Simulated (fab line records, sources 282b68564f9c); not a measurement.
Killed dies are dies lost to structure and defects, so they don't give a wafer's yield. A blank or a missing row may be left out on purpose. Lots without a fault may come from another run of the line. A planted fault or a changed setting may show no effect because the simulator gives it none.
fab line records | flow rit_cmos
record lots=5 wafers=15 last_day=7
route steps=202 shown CONTACT@171 M1@184
lots that met no fault: from a run of the same line without faults
start_h: hours from the record's first day to the start of the lot's first wafer shown | wait_h: hours since the lot's step before | " the same as in the row above | L1.1+2: a row that stands for several wafers | - no value, or no start given | * or withheld: withheld | < > ~ a bound
route shown NAME@n: a module of which the file shows steps, and the number in the route of the first | usual: mean/standard deviation of fault-free wafers | same: alike in all rows | chamber/n: place in a boat | sites: the reading at each site | _std_site: their standard deviation | _edge_site: outer sites' mean less inner sites' | radius_mm: how far each site lies from the wafer's centre | mask NAME#n: copy n | behind: the tool/chamber that last shaped the wafer | hold: why the lot was held/for how many hours/how that ended | device: the transistor (n, p or np) that didn't switch | end of line: the same wafers' tests at the end of the route | a step without rows: its recipe alone | killed: dies lost to structure and defects at the first sort, not the wafer's yield | map: a wafer's dies, x killed, . not, _ none there
set.NAME: the setting as run; set.NAME@STEP: as run at that earlier step | model.NAME: the simulator's own value behind a step, which no gauge read
lots at some steps of the route; a table a step, a row a wafer
services: from which hour (start_h, from the record's first day; less than 0 if before it) a tool's chamber was out of use, for how many hours, and why
## steps
# step RIT_CONTACT_COAT_03
# recipe resist=NOVOLAK spin_rpm=3250 resist_thk_nm=1000
# step RIT_CONTACT_SOFTBAKE_04
# recipe resist=NOVOLAK temp_c=90 time_s=60
# step RIT_CONTACT_EXPOSE_05
# recipe mask_id=M11 na=0.6 source_shape=conventional sigma_outer=0.5 target_cd_nm=1000 dose_mj=250
# step RIT_CONTACT_PEB_06
# recipe resist=NOVOLAK temp_c=withheld time_s=withheld
# step RIT_CONTACT_DEVELOP_07
# recipe resist=NOVOLAK develop_time_s=123 dev_temp_c=23
# step RIT_CONTACT_CD_MEAS_08
# recipe target_cd_nm=1000
# usual cd_nm=1000.4/2.5
# columns lot.wafer tool chamber start_h wait_h cd_nm
L628.1 cd_sem-01 - 69.73 - 998.7
L628.2 " - " " 999.2
L628.6 " - " " 1000.2
L632.4 cd_sem-02 - 87.98 - 999.3
L632.5 " - " " 1000.2
L632.6 " - " " 1002.6
L633.2 cd_sem-02 - 97.51 - 999.8
L633.3 " - " " 1000.0
L633.4 " - " " 998.8
L645.2 cd_sem-02 - 161.10 - 1002.2
L645.3 " - " " 1002.4
L645.6 " - " " 1002.6
L646.1 cd_sem-02 - 165.42 - 999.9
L646.5 " - " " 998.5
L646.6 " - " " 1000.2
# step RIT_CONTACT_OVL_MEAS_09
# usual CONTACT_OVL=-0.2/1.6
# columns lot.wafer tool chamber start_h wait_h CONTACT_OVL[nm]
L628.1 overlay-02 - 69.85 0.1 1.4
L628.2 " - " " 2.0
L628.6 " - " " -0.7
L632.4 overlay-02 - 88.06 0.1 1.7
L632.5 " - " " -0.7
L632.6 " - " " 0.3
L633.2 overlay-02 - 97.61 0.1 0.7
L633.3 " - " " -1.3
L633.4 " - " " 0.9
L645.2 overlay-01 - 161.21 0.1 0.1
L645.3 " - " " -1.5
L645.6 " - " " -0.2
L646.1 overlay-01 - 165.54 0.1 -0.6
L646.5 " - " " 1.5
L646.6 " - " " 0.3
# step RIT_CONTACT_HARDBAKE_10
# recipe resist=NOVOLAK temp_c=140 time_s=60
# step RIT_CONTACT_ETCH_11
# recipe target_depth_a=4800 over_etch_frac=0.2 stop_on=TiSi2 chemistry=CHF3/CF4/Ar target=SiO2 CHF3_flow_sccm=50 cf4_flow_sccm=10 Ar_flow_sccm=100 O2_flow_sccm=5 pressure_mtorr=100 rf_w=200 time_s=320
# usual CHF3_flow_sccm=50.00/0.14 chamber_pressure_mTorr=100.00/0.096 drypump_motor_current_A=5.7/0.41 oes_product_au=0.984/0.013 throttle_valve_pct=8.86/0.17
# columns lot.wafer tool chamber start_h wait_h CHF3_flow_sccm chamber_pressure_mTorr drypump_motor_current_A oes_product_au rf_hours_counter_h throttle_valve_pct
L628.1 rie_diel-02 1 70.04 0.1 50.05 99.98 5.4 1.004 3 8.92
L628.2 " 3 " " 49.97 99.97 5.4 0.987 3 8.88
L628.6 " 0 " " 50.03 99.92 5.1 0.976 - 8.59
L632.4 rie_diel-04 2 88.23 0.1 49.97 99.82 5.5 0.968 98 8.78
L632.5 " 3 " " 49.86 99.87 5.5 1.004 - 9.08
L632.6 " 2 " " 49.79 100.05 5.6 0.971 - 8.76
L633.2 rie_diel-02 0 97.79 0.1 50.22 100.04 5.1 0.972 7 8.60
L633.3 " 1 " " 50.24 99.96 5.4 0.995 3 8.91
L633.4 " 3 " " 50.10 99.98 5.5 0.989 3 8.89
L645.2 rie_diel-02 1 161.47 0.1 49.94 99.86 5.4 1.006 4 8.92
L645.3 " 3 " " 50.02 99.97 5.5 0.975 5 8.88
L645.6 " 0 " " 49.68 99.92 5.1 0.980 - 8.59
L646.1 rie_diel-02 0 165.72 0.1 50.07 99.93 5.1 0.978 9 8.59
L646.5 " 0 " " 49.93 99.82 5.1 0.978 - 8.59
L646.6 " 1 " " 49.90 99.95 5.4 0.998 - 8.91
# step RIT_CONTACT_STRIP_12
# recipe chemistry=O2 time_s=180 resist=NOVOLAK platen_temp_c=withheld power_w=500 pressure_mtorr=4000 o2_flow_sccm=4000
# usual chamber_pressure_mTorr=3999/4.6 drypump_motor_current_A=5.94/0.28
# columns lot.wafer tool chamber start_h wait_h chamber_pressure_mTorr drypump_motor_current_A rf_hours_counter_h
L628.1 plasma_asher-01 1 70.23 0.1 3993 5.67 44
L628.2 " 0 " " 4000 5.64 44
L628.6 " 0 " " 3999 5.63 -
L632.4 plasma_asher-01 1 88.48 0.2 3998 5.67 -
L632.5 " 0 " " 3998 5.63 -
L632.6 " 1 " " 3997 5.67 -
L633.2 plasma_asher-04 1 97.99 0.1 4001 6.42 43
L633.3 " 0 " " 4000 6.09 -
L633.4 " 1 " " 4003 6.41 -
L645.2 plasma_asher-04 1 161.67 0.1 3995 6.38 50
L645.3 " 1 " " 3999 6.37 -
L645.6 " 1 " " 4000 6.37 -
L646.1 plasma_asher-04 1 165.92 0.1 3969 6.45 51
L646.5 " 1 " " 3995 6.42 -
L646.6 " 0 " " 4000 6.06 -
# step RIT_CONTACT_CD_MEAS_90
# recipe target_cd_nm=1000
# usual cd_nm=1000.4/2.5
# columns lot.wafer tool chamber start_h wait_h cd_nm
L628.1 cd_sem-02 - 70.41 0.1 999.1
L628.2 " - " " 999.6
L628.6 " - " " 1000.3
L632.4 cd_sem-01 - 88.66 0.1 999.6
L632.5 " - " " 1000.5
L632.6 " - " " 1003.0
L633.2 cd_sem-02 - 98.18 0.1 999.2
L633.3 " - " " 999.7
L633.4 " - " " 998.5
L645.2 cd_sem-01 - 161.86 0.1 1002.3
L645.3 " - " " 1001.8
L645.6 " - " " 1002.5
L646.1 cd_sem-01 - 166.09 0.1 1000.2
L646.5 " - " " 998.8
L646.6 " - " " 999.8
# step RIT_CONTACT_CLEAN_13
# recipe chemistry=SC1 mix=3:3:50 time_s=600 temp_c=75
# step RIT_CONTACT_CLEAN_14
# recipe chemistry=SC2 mix=3:3:50 time_s=600 temp_c=75 dry=n2_spin
# columns lot.wafer tool chamber start_h wait_h
L628.1+2+6 wet_bench-03 2 70.70 0.0
L632.4+5+6 wet_bench-04 3 88.91 0.0
L633.2+3+4 wet_bench-04 2 98.63 0.0
L645.2+3+6 wet_bench-04 3 162.15 0.0
L646.1+5+6 wet_bench-03 1 166.39 0.0
# step RIT_M1_SPUTTER_00
# recipe material=Al target_thk_nm=400 power_w=2000 chamber_pressure_pa=0.4 gas=Ar time_s=500 substrate_temp_c=25
# usual throttle_valve_pct=29.7/0.97
# columns lot.wafer tool chamber start_h wait_h throttle_valve_pct
L628.1 pvd_sputter-01 - 70.88 0.0 30.5
L628.2 " - " " 30.9
L628.6 " - " " 30.5
L632.4 pvd_sputter-03 - 89.08 0.0 28.0
L632.5 " - " " 29.0
L632.6 " - " " 28.3
L633.2 pvd_sputter-02 - 98.81 0.0 30.7
L633.3 " - " " 28.2
L633.4 " - " " 30.6
L645.2 pvd_sputter-03 - 162.33 0.0 29.0
L645.3 " - " " 28.4
L645.6 " - " " 28.2
L646.1 pvd_sputter-02 - 166.58 0.0 30.7
L646.5 " - " " 28.4
L646.6 " - " " 31.0
# step RIT_M1_RS_MEAS_01
# recipe thk_meas_gauge=four-point-probe reads=Al_of_M1_SPUTTER_00
# usual M1_AL_RS=0.0735/0.00072
# columns lot.wafer tool chamber start_h wait_h M1_AL_RS[ohm/sq]
L628.1 film_metro-02 - 71.17 0.1 0.0740
L628.2 " - " " 0.0738
L628.6 " - " " 0.0748
L632.4 film_metro-02 - 89.44 0.2 0.0737
L632.5 " - " " 0.0731
L632.6 " - " " 0.0747
L633.2 film_metro-02 - 99.12 0.2 0.0731
L633.3 " - " " 0.0729
L633.4 " - " " 0.0734
L645.2 film_metro-02 - 162.64 0.2 0.0735
L645.3 " - " " 0.0737
L645.6 " - " " 0.0747
L646.1 film_metro-02 - 166.87 0.1 0.0745
L646.5 " - " " 0.0735
L646.6 " - " " 0.0745
# step RIT_M1_THK_MEAS_02
# recipe thk_meas_gauge=xrf reads=Al_of_M1_SPUTTER_00
# usual M1_AL_THK=398/4.2
# columns lot.wafer tool chamber start_h wait_h M1_AL_THK[nm]
L628.1 film_metro-02 - 71.29 0.1 394
L628.2 " - " " 398
L628.6 " - " " 390
L632.4 film_metro-02 - 89.53 0.1 392
L632.5 " - " " 393
L632.6 " - " " 389
L633.2 film_metro-02 - 99.23 0.1 400
L633.3 " - " " 402
L633.4 " - " " 398
L645.2 film_metro-02 - 162.75 0.1 397
L645.3 " - " " 396
L645.6 " - " " 394
L646.1 film_metro-02 - 166.99 0.1 393
L646.5 " - " " 399
L646.6 " - " " 397
# step RIT_M1_HMDS_03
# recipe prime_time_s=60 prime_temp_c=140
# step RIT_M1_COAT_04
# recipe resist=NOVOLAK spin_rpm=2000 resist_thk_nm=1300
# step RIT_M1_SOFTBAKE_05
# recipe resist=NOVOLAK temp_c=90 time_s=60
# step RIT_M1_EXPOSE_06
# recipe mask_id=M12 na=0.6 source_shape=conventional sigma_outer=0.5 target_cd_nm=2600 dose_mj=246.6
# step RIT_M1_PEB_07
# recipe resist=NOVOLAK temp_c=withheld time_s=withheld
# step RIT_M1_DEVELOP_08
# recipe resist=NOVOLAK develop_time_s=68 dev_temp_c=23
# step RIT_M1_CD_MEAS_09
# recipe target_cd_nm=2600
# usual cd_nm=2599.7/2.6
# columns lot.wafer tool chamber start_h wait_h cd_nm
L628.1 cd_sem-01 - 72.23 - 2598.3
L628.2 " - " " 2598.7
L628.6 " - " " 2599.2
L632.4 cd_sem-01 - 90.50 - 2605.8
L632.5 " - " " 2605.0
L632.6 " - " " 2605.4
L633.2 cd_sem-02 - 100.18 - 2599.6
L633.3 " - " " 2600.8
L633.4 " - " " 2602.0
L645.2 cd_sem-01 - 163.70 - 2597.3
L645.3 " - " " 2597.5
L645.6 " - " " 2598.1
L646.1 cd_sem-02 - 167.93 - 2594.2
L646.5 " - " " 2593.5
L646.6 " - " " 2593.8
# step RIT_M1_OVL_MEAS_10
# usual M1_OVL=0.4/1.3
# columns lot.wafer tool chamber start_h wait_h M1_OVL[nm]
L628.1 overlay-02 - 72.35 0.1 -0.9
L628.2 " - " " 1.7
L628.6 " - " " 2.0
L632.4 overlay-01 - 90.58 0.1 -0.2
L632.5 " - " " 0.0
L632.6 " - " " -1.0
L633.2 overlay-02 - 100.29 0.1 0.3
L633.3 " - " " 0.4
L633.4 " - " " -0.2
L645.2 overlay-01 - 163.81 0.1 1.3
L645.3 " - " " -0.7
L645.6 " - " " -1.4
L646.1 overlay-02 - 168.05 0.1 0.9
L646.5 " - " " 0.7
L646.6 " - " " 0.2
# step RIT_M1_HARDBAKE_11
# recipe resist=NOVOLAK temp_c=140 time_s=120
# step RIT_M1_METAL_ETCH_12
# recipe stop_on=SiO2 chemistry=Cl2/BCl3 target=Al time_s=165 over_etch_frac=0.5 pressure_mtorr=100 target_depth_a=6000 rf_w=250 Cl2_flow_sccm=60 bcl3_flow_sccm=50
# usual chamber_pressure_mTorr=100.00/0.097 drypump_motor_current_A=5.58/0.19 oes_product_au=0.784/0.011 throttle_valve_pct=8.26/0.071
# columns lot.wafer tool chamber start_h wait_h chamber_pressure_mTorr drypump_motor_current_A oes_product_au rf_hours_counter_h throttle_valve_pct
L628.1 rie_metal-02 0 72.64 0.2 99.98 5.67 0.794 0.7 8.29
L628.2 " 1 " " 99.97 5.49 0.777 0.7 8.28
L628.6 " 1 " " 100.25 5.46 0.771 - 8.27
L632.4 rie_metal-04 0 90.90 0.1 100.02 5.32 0.784 - 8.26
L632.5 " 1 " " 99.96 5.89 0.792 - 8.22
L632.6 " 0 " " 99.97 5.31 0.777 - 8.26
L633.2 rie_metal-01 0 100.57 0.2 100.10 5.67 0.792 4.7 8.36
L633.3 " 0 " " 100.21 5.71 0.788 - 8.36
L633.4 " 1 " " 100.12 5.46 0.772 - 8.13
L645.2 rie_metal-02 0 164.09 0.2 99.90 5.67 0.798 1.8 8.29
L645.3 " 1 " " 99.95 5.45 0.781 - 8.25
L645.6 " 0 " " 99.90 5.67 0.783 - 8.28
L646.1 rie_metal-01 1 168.34 0.2 100.05 5.43 0.766 5.6 8.12
L646.5 " 1 " " 100.05 5.45 0.771 - 8.14
L646.6 " 0 " " 100.03 5.72 0.776 - 8.36
# step RIT_M1_STRIP_13
# recipe chemistry=nmp resist=NOVOLAK temp_c=80 time_s=600 dry=n2_spin
# step RIT_M1_STRIP_14
# recipe chemistry=O2 time_s=171.1 platen_temp_c=withheld power_w=500 pressure_mtorr=4000 o2_flow_sccm=4000
# usual chamber_pressure_mTorr=4000/3.5 drypump_motor_current_A=5.89/0.2
# columns lot.wafer tool chamber start_h wait_h chamber_pressure_mTorr drypump_motor_current_A rf_hours_counter_h
L628.1 plasma_asher-02 0 72.98 0.0 3999 6.06 43
L628.2 " 1 " " 3996 5.71 43
L628.6 " 0 " " 4000 6.05 -
L632.4 plasma_asher-02 1 91.37 0.1 4001 5.73 -
L632.5 " 0 " " 4001 6.04 -
L632.6 " 1 " " 4004 5.72 -
L633.2 plasma_asher-03 0 100.91 0.0 4001 6.15 32
L633.3 " 0 " " 3999 6.16 -
L633.4 " 1 " " 4001 5.97 -
L645.2 plasma_asher-02 0 164.43 0.0 4000 6.04 5
L645.3 " 1 " " 3996 5.70 -
L645.6 " 1 " " 3998 5.71 -
L646.1 plasma_asher-02 1 168.71 0.0 4003 5.71 5
L646.5 " 0 " " 4002 6.04 -
L646.6 " 1 " " 4001 5.70 -
# step RIT_M1_CD_MEAS_90
# recipe target_cd_nm=2600
# usual cd_nm=2599.5/2.4
# columns lot.wafer tool chamber start_h wait_h cd_nm
L628.1 cd_sem-01 - 73.15 0.1 2599.9
L628.2 " - " " 2596.5
L628.6 " - " " 2598.0
L632.4 cd_sem-01 - 91.55 0.1 2606.3
L632.5 " - " " 2603.6
L632.6 " - " " 2604.9
L633.2 cd_sem-01 - 101.10 0.1 2597.9
L633.3 " - " " 2599.5
L633.4 " - " " 2603.0
L645.2 cd_sem-01 - 164.62 0.1 2597.2
L645.3 " - " " 2596.6
L645.6 " - " " 2597.8
L646.1 cd_sem-01 - 168.89 0.1 2595.2
L646.5 " - " " 2594.9
L646.6 " - " " 2594.1
# step RIT_M1_ANNEAL_15
# recipe temp_c=450 time_s=1800 ambient=forming_gas_H2N2
# step RIT_M1_BOW_MEAS_16
# recipe mode=bow
# usual M1_BOW=17/6.6
# columns lot.wafer tool chamber start_h wait_h M1_BOW[um]
L628.1 film_metro-04 - 74.97 0.0 24
L628.2 " - " " 15
L628.6 " - " " 28
L632.4 film_metro-04 - 93.17 0.1 18
L632.5 " - " " 16
L632.6 " - " " 20
L633.2 film_metro-01 - 102.72 0.0 29
L633.3 " - " " 27
L633.4 " - " " 11
L645.2 film_metro-04 - 167.54 0.0 13
L645.3 " - " " 21
L645.6 " - " " 23
L646.1 film_metro-01 - 170.51 0.0 21
L646.5 " - " " 26
L646.6 " - " " 19
# step RIT_M1_PROBE_99
# usual killed_at_contacts=0.0/0.2 killed_at_front_end=6.6/2.8 killed_dies=6.6/2.8 killed_on_rim=1.8/1.2 killed_open=3.3/1.9 killed_short=3.2/1.8
# same gross_dies=264 killed_at_M0_to_M3=0 killed_at_M4_up=0 killed_at_back_side=0 killed_at_other=0
# columns lot.wafer tool chamber start_h wait_h killed_at_contacts killed_at_front_end killed_dies killed_on_rim killed_open killed_short
L628.1 prober-01 - 75.09 0.1 0 8 8 2 2 6
L628.2 prober-01 - 75.14 0.1 0 4 4 0 3 1
L628.6 prober-01 - 75.34 0.2 0 5 5 0 4 1
L632.4 prober-01 - 93.38 0.2 0 8 8 1 6 2
L632.5 prober-01 - 93.43 0.2 0 8 8 1 6 2
L632.6 prober-01 - 93.48 0.2 0 10 10 2 7 3
L633.2 prober-02 - 102.87 0.1 0 1 1 1 0 1
L633.3 prober-02 - 102.92 0.2 0 5 5 1 4 1
L633.4 prober-02 - 102.97 0.2 0 10 10 4 5 5
L645.2 prober-02 - 167.69 0.1 0 2 2 0 1 1
L645.3 prober-02 - 167.74 0.2 0 4 4 1 3 1
L645.6 prober-02 - 167.89 0.2 0 7 7 1 3 4
L646.1 prober-01 - 170.63 0.1 16 12 28 7 5 6
L646.5 prober-01 - 170.83 0.2 17 12 29 10 6 6
L646.6 prober-01 - 170.88 0.2 16 8 24 8 4 4
# killed by level:class
L628.1 GATE:geometric_particle:short=2 GATE:geometric_particle:open=2 ACTIVE:geometric_particle:short=1 FOX1:geometric_particle:short=1 REOX:geometric_particle:short=1 SPACER:geometric_particle:short=1
L628.2 FOX1:geometric_particle:open=1 GATE:geometric_particle:open=1 SPACER:geometric_particle:short=1 SILICIDE:geometric_particle:open=1
L628.6 SILICIDE:geometric_particle:open=2 GATE:geometric_particle:open=1 REOX:geometric_particle:open=1 SILICIDE:geometric_particle:short=1
L632.4 SPACER:geometric_particle:open=2 FOX1:geometric_particle:open=1 FOX1:geometric_particle:short=1 FOX2:geometric_particle:short=1 FOX2:geometric_particle:open=1 GATE:geometric_particle:open=1 REOX:geometric_particle:open=1
L632.5 GATE:geometric_particle:open=3 SPACER:geometric_particle:open=2 FOX1:geometric_particle:short=1 REOX:geometric_particle:open=1 SPACER:geometric_particle:short=1
L632.6 GATE:geometric_particle:open=2 SPACER:geometric_particle:open=2 FOX1:geometric_particle:open=1 FOX2:geometric_particle:open=1 GATE:geometric_particle:short=1 REOX:geometric_particle:short=1 REOX:geometric_particle:open=1 SPACER:geometric_particle:short=1
L633.2 GATE:geometric_particle:short=1
L633.3 FOX1:geometric_particle:open=3 FOX2:geometric_particle:short=1 GATE:geometric_particle:open=1
L633.4 SPACER:geometric_particle:short=3 SPACER:geometric_particle:open=3 FOX1:geometric_particle:short=1 GATE:geometric_particle:open=1 GATE:geometric_particle:short=1 SILICIDE:geometric_particle:open=1
L645.2 FOX2:geometric_particle:short=1 SILICIDE:geometric_particle:open=1
L645.3 GATE:geometric_particle:open=3 FOX1:geometric_particle:short=1
L645.6 GATE:geometric_particle:short=2 REOX:geometric_particle:open=2 REOX:geometric_particle:short=1 SILICIDE:geometric_particle:open=1 SILICIDE:geometric_particle:short=1
L646.1 CONTACT:unspecified=16 FOX1:geometric_particle:short=2 GATE:geometric_particle:short=2 GATE:geometric_particle:open=2 SPACER:geometric_particle:open=2 SILICIDE:geometric_particle:short=1 REOX:geometric_particle:open=1 SPACER:geometric_particle:short=1
L646.5 CONTACT:unspecified=17 GATE:geometric_particle:short=4 GATE:geometric_particle:open=2 ACTIVE:geometric_particle:open=1 FOX1:geometric_particle:short=1 REOX:geometric_particle:open=1 SPACER:geometric_particle:open=1 SPACER:geometric_particle:short=1
L646.6 CONTACT:unspecified=16 GATE:geometric_particle:open=3 GATE:geometric_particle:short=3 FOX1:geometric_particle:short=1 REOX:geometric_particle:open=1
# map L646.5 (x killed, . not)
________......._______
_____.............____
____.x......x.x....___
___...x.x...........__
__........x.........._
__....x.............._
_.x........x..........
_..x...............xxx
_.............x....xxx
_.................xxxx
__...............xxxx_
__................x.x_
___................x__
____...............___
_____x............____
________......._______
# map L628.1 (x killed, . not)
________.....x._______
_____........x....____
____........x......___
___......x.........x__
__..................._
__..................._
_.....................
_.....................
_.......x....x........
_.....................
__...............x..._
__..................._
___.................__
____...............___
_____.............____
________......._______
## services
# columns tool chamber start_h hours kind
rie_diel-02 3 46.97 1.7 repair
plasma_asher-02 - 47.67 6.0 repair
plasma_asher-03 - 57.27 5.9 repair
pvd_sputter-03 - 75.93 2.6 repair
plasma_asher-02 - 77.79 6.2 repair
wet_bench-04 - 94.48 1.9 pm
rie_metal-04 - 103.27 14.6 pm
plasma_asher-01 - 105.85 1.3 repair
plasma_asher-01 - 108.39 19.9 repair
plasma_asher-02 - 108.75 9.0 pm
plasma_asher-02 0 108.75 9.0 vent_cycle
plasma_asher-02 1 108.75 9.0 vent_cycle
pvd_sputter-02 - 114.54 4.7 repair
plasma_asher-02 0 117.75 - clean
plasma_asher-02 1 117.75 - clean
## key
first_sign step=RIT_M1_PROBE_99 reading=killed_at_contacts direction=up sigmas=16 usual=0.0 struck=16.3
effect step=RIT_M1_PROBE_99 reading=killed_dies direction=up sigmas=7.2 usual=6.6 struck=27
met_at RIT_CONTACT_CLEAN_14
struck_wafers L646.1,L646.5,L646.6
tester_left_out L646
also_fits time
fault kind=chamber_particle_source tool=wet_bench-03 chamber=1 onset_h=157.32 steps=RIT_CONTACT_CLEAN_14 rate_per_visit_cm2=0.73534 end_h=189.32
# tester_left_out: of these lots the tester's yield and bins aren't shown, on N5 and GAA mostly nor the transistor test; their killed dies are dies lost to structure and defects alone, not to doping, threshold or leakage, so they don't give the yield
